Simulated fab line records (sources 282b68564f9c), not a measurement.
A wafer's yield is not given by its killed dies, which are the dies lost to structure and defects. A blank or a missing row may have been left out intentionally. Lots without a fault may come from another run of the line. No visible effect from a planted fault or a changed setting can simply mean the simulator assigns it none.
Struck lot and sound lot, side by side	flow rit-cmos	45 out of 202 route steps
Sound: wafers L439.1, L439.3, L439.4. Struck: wafers L447.2, L447.5, L447.6. The cause is named last.
Per side, at each step with rows, come the tool, then ch with its chambers, and then its first start. Under that, the readings that differ: sound wafers	struck wafers	difference of the means	sigmas: that difference in standard deviations of wafers without a fault.
alike: readings whose means differ by less than 2 such deviations, and words and numbers that are the same on both sides. not compared: withheld readings, readings that some wafer has no value for, bounds like >300 that may hide the same value, and numbers for which the record gives no deviation and whose values overlap.
Wherever a step has rows on one side only, a row that says differs or no value, or a row with sigmas, the two part there. Numbers that don't overlap but have no deviation are shown without sigmas and don't part them. Lack of a reading on every wafer of one side parts them only where that side has two or more wafers.

first, 1 step without rows for these wafers: RIT_ACTIVE_DEVELOP_10 (develop time 50 s).
RIT_ACTIVE_CD_MEAS_11: the cd target is 1400 nm.
  struck on cd-sem-02, day 3 07:37; sound on cd-sem-01, day 1 16:29
  alike: cd-nm
then, 1 step without rows for these wafers: RIT_ACTIVE_HARDBAKE_12 (time 60 s).
RIT_ACTIVE_ETCH_13: etches Si3N4 in SF6, stops on SiO2, time 210 s, target depth 210 nm.
  sound on rie-diel-02 ch 1,2,3, day 1 16:46; struck on rie-diel-04 ch 0,3, day 3 07:52
  alike: drypump-motor-current-A, oes-product-au, throttle-valve-pct
  not compared: rf-hours-counter-h
RIT_ACTIVE_STRIP_14: strips in O2, time 180 s.
  sound on plasma-asher-04 ch 0,1, day 1 16:54; struck on plasma-asher-02 ch 0,1, day 3 08:00
reading	sound	struck	difference	sigmas
drypump-motor-current-A (A)	5.3 5.4 5.7	6.5 6.5 5.5	+0.7	+2
  not compared: rf-hours-counter-h
RIT_ACTIVE_CD_MEAS_90: the cd target is 1400 nm.
  struck on cd-sem-02, day 3 08:12; sound on cd-sem-02, day 1 17:04
  alike: cd-nm
then, 4 steps without rows for these wafers: RIT_ACTIVE_CLEAN_15 (cleans in SC1, time 600 s); RIT_ACTIVE_CLEAN_16 (cleans in dHF, time 30 s); RIT_ACTIVE_CLEAN_17 (cleans in SC2, time 600 s); RIT_FOX1_OXIDATION_00 (target thk 350.7 nm, ox time 1130 s).
RIT_FOX1_THK_MEAS_01:
  struck on film-metro-02, day 3 13:52; sound on film-metro-04, day 1 20:28
  alike: FOX1_OXIDE_THK
then, 1 step without rows for these wafers: RIT_FOX1_WET_ETCH_02 (etches SiO2 in BOE, target depth 350 nm, time 390 s).
RIT_FOX2_OXIDATION_00: target thk 350.7 nm, ox time 1130 s.
  sound on furnace-01 ch 0, day 1 23:38; struck on furnace-01 ch 0, day 3 17:39
reading	sound	struck	difference	sigmas
spike-tc-centre-C (C)	1101.2 1101.1 1101.9	1125.5 1123.9 1123.6	+22.9	+21
spike-tc-load-C (C)	1127.2 1128.8 1127.3	1149.1 1150.3 1148.6	+21.6	+20
spike-tc-source-C (C)	1128.8 1128.1 1128.6	1151.0 1152.9 1150.2	+22.9	+12
tube-center-temp-C (C)	1099.8 1100 1099.9	1121.6 1121.6 1121.6	+21.7	+99 or more
tube_center_temp_C_max	1102.5 1102.8 1102.7	1124.1 1124.1 1124.7	+21.6	+47
model.SiO2_of_FOX2_OXIDATION_00.thk-nm (nm)	339.3 343.2 342.2	383.9 377.3 377.8	+38.1	
RIT_FOX2_THK_MEAS_01:
  struck on film-metro-04, day 3 18:58; sound on film-metro-03, day 2 00:56
reading	sound	struck	difference	sigmas
FOX2_OXIDE_THK (nm)	339 343 342	384 377 378	+38	+6
then, 2 steps without rows for these wafers: RIT_FOX2_CLEAN_02 (cleans in dHF, time 180 s); RIT_FOX2_WET_ETCH_03 (etches Si3N4 in H3PO4, target depth 195 nm, time 2700 s).
RIT_FOX2_THK_MEAS_90:
  struck on film-metro-03, day 3 19:51; sound on film-metro-04, day 2 01:53
reading	sound	struck	difference	sigmas
FIELD_OXIDE_LEFT_1_THK (nm)	312 316 315	356 350 350	+38	+6
then, 6 steps without rows for these wafers: RIT_NWELL_HMDS_00 (prime time 60 s); RIT_NWELL_COAT_01 (resist thk 1300 nm); RIT_NWELL_SOFTBAKE_02 (time 60 s); RIT_NWELL_EXPOSE_03 (exposes mask M2, target cd 43900 nm); RIT_NWELL_PEB_04; RIT_NWELL_DEVELOP_05 (develop time 68 s).
RIT_NWELL_OVL_MEAS_06:
  struck on overlay-01, day 3 20:47; sound on overlay-01, day 2 02:57
  alike: NWELL_OVL
then, 2 steps without rows for these wafers: RIT_NWELL_HARDBAKE_07 (time 120 s); RIT_NWELL_IMPLANT_08.
RIT_NWELL_STRIP_09: strips in O2, time 180 s.
  sound on plasma-asher-03 ch 0,1, day 2 03:23; struck on plasma-asher-01 ch 0,1, day 3 21:13
  alike: drypump-motor-current-A
  not compared: rf-hours-counter-h
RIT_NWELL_TW_MEAS_10:
  struck on film-metro-01, day 3 21:24; sound on film-metro-04, day 2 03:34
reading	sound	struck	difference	sigmas
NWELL_TW	2123 2131 2124	2178 2179 2171	+50	+2
then, 6 steps without rows for these wafers: RIT_PWELL_HMDS_00 (prime time 60 s); RIT_PWELL_COAT_01 (resist thk 1300 nm); RIT_PWELL_SOFTBAKE_02 (time 60 s); RIT_PWELL_EXPOSE_03 (exposes mask M3, target cd 43700 nm); RIT_PWELL_PEB_04; RIT_PWELL_DEVELOP_05 (develop time 68 s).
RIT_PWELL_OVL_MEAS_06:
  struck on overlay-01, day 3 22:37; sound on overlay-02, day 2 04:38
  alike: PWELL_OVL
then, 2 steps without rows for these wafers: RIT_PWELL_HARDBAKE_07 (time 120 s); RIT_PWELL_IMPLANT_08.
RIT_PWELL_STRIP_09: strips in O2, time 180 s.
  sound on plasma-asher-02 ch 0,1, day 2 05:04; struck on plasma-asher-04 ch 0,1, day 3 23:07
  alike: drypump-motor-current-A
  not compared: rf-hours-counter-h
RIT_PWELL_TW_MEAS_10:
  struck on film-metro-04, day 3 23:18; sound on film-metro-04, day 2 05:14
  alike: PWELL_TW
then, 1 step without rows for these wafers: RIT_WELLDRIVE_ANNEAL_00 (time 14700 s).
RIT_WELLDRIVE_RS_MEAS_01: measures by four-point-probe.
  struck on film-metro-04, day 4 09:02; sound on film-metro-04, day 2 12:08
  alike: NWELL_RS
RIT_WELLDRIVE_RS_MEAS_02: measures by four-point-probe.
  struck on film-metro-04, day 4 09:09; sound on film-metro-04, day 2 12:15
  alike: PWELL_RS
RIT_FOX2_THK_MEAS_91:
  struck on film-metro-04, day 4 13:25; sound on film-metro-04, day 2 16:13
reading	sound	struck	difference	sigmas
FIELD_OXIDE_LEFT_2_THK (nm)	245 248 248	288 281 281	+36	+6
RIT_SILICIDE_WET_ETCH_00: etches SiO2 in BOE, target depth 14 nm, time 15 s.
  sound on wet-bench-01 ch 3, day 3 20:32; struck on wet-bench-04 ch 0, day 5 18:47
reading	sound	struck	difference	sigmas
model.SiO2_of_FOX2_OXIDATION_00.thk-nm (nm)	138.8 144.9 142.9	183.8 175.4 176.6	+36.4	
RIT_M1_PROBE_99:
  struck on prober-01, day 6 08:19; sound on prober-02, day 4 03:37
reading	sound	struck	difference	sigmas
model.etest.field-n.vt-v (V)	33.57 34 33.83	38.86 37.91 37.96	+4.44	
  alike: killed_at_M0_to_M3, killed-at-contacts, killed-at-front-end, killed-dies, killed-open, killed-short
  not compared: model.etest.pldd.width-nm, model.etest.nldd.width-nm, model.etest.pwell.rs-ohm-sq, model.etest.field-p.vt-v

== WHERE THEY PART ==
Earliest at RIT_ACTIVE_STRIP_14; latest, in this record, at RIT_FOX2_THK_MEAS_91. Later steps at which nothing parts them and some readings are alike: RIT_M1_PROBE_99.

WHY: whatever the simulator had introduced
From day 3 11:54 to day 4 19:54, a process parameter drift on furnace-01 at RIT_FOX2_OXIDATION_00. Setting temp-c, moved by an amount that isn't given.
